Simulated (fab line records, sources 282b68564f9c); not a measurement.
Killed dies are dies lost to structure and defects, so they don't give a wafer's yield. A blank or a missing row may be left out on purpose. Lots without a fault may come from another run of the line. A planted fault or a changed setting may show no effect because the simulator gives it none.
Which tool did it? | flow rit_cmos | 7 lots, 21 wafers sampled, at 2 steps of a route of 202

WHAT THE GAUGES READ, wafer by wafer
RIT_NLDD_TW_MEAS_10.
lot  | measured    | on            | NLDD_TW
L623 | day 3 08:19 | film_metro-02 | 2519 2514 2517
L626 | day 3 19:54 | film_metro-03 | 2508 2512 2506
L628 | day 4 09:56 | film_metro-04 | 2533 2541 2528
L631 | day 4 20:35 | film_metro-03 | 2497 2495 2504
L633 | day 5 09:22 | film_metro-03 | 2525 2537 2529
L635 | day 5 18:38 | film_metro-03 | 2536 2547 2532
L644 | day 7 14:04 | film_metro-03 | 2772 2768 2759 2768 2766 2761

WHICH TOOL RAN EACH LOT (tool, then ch and the chambers of the sampled wafers, then the start)
lot  | RIT_NLDD_IMPLANT_08
L623 | implanter-01 ch 0, day 3 08:00
L626 | implanter-03 ch 0, day 3 19:35
L628 | implanter-03 ch 0, day 4 09:37
L631 | implanter-03 ch 0, day 4 20:16
L633 | implanter-01 ch 0, day 5 09:02
L635 | implanter-04 ch 0, day 5 18:20
L644 | implanter-04 ch 0, day 7 13:44
- RIT_NLDD_IMPLANT_08

THE ANSWER, worked out from the rows above alone
Rule: what is usual is taken from the lots themselves. Put in order of their means at a reading, lots are off if they are a third of the lots or fewer, leave a main group of 4 or more, and stand apart from it by a gap of 3 or more times the standard deviation of the main group's means; of several such gaps the widest counts. A main group whose means are all the same, to the digits that the tables above print for the reading, isn't used. A lot without any number at a reading at which 4 lots or more have one is off too. The other lots that the step has rows for count as sound.
Off: L644, at RIT_NLDD_TW_MEAS_10 (NLDD_TW). The main group: mean 2521, standard deviation 14.
A tool fits if, at a process step before that reading, it ran every lot that is off, and no sound lot after the first of them. The gauges at RIT_NLDD_TW_MEAS_10 are tried like those tools. Can't be told from this: 2 tools fit, implanter-04 at RIT_NLDD_IMPLANT_08, film_metro-03 at RIT_NLDD_TW_MEAS_10.

WHAT THE SIMULATOR HAD PUT IN
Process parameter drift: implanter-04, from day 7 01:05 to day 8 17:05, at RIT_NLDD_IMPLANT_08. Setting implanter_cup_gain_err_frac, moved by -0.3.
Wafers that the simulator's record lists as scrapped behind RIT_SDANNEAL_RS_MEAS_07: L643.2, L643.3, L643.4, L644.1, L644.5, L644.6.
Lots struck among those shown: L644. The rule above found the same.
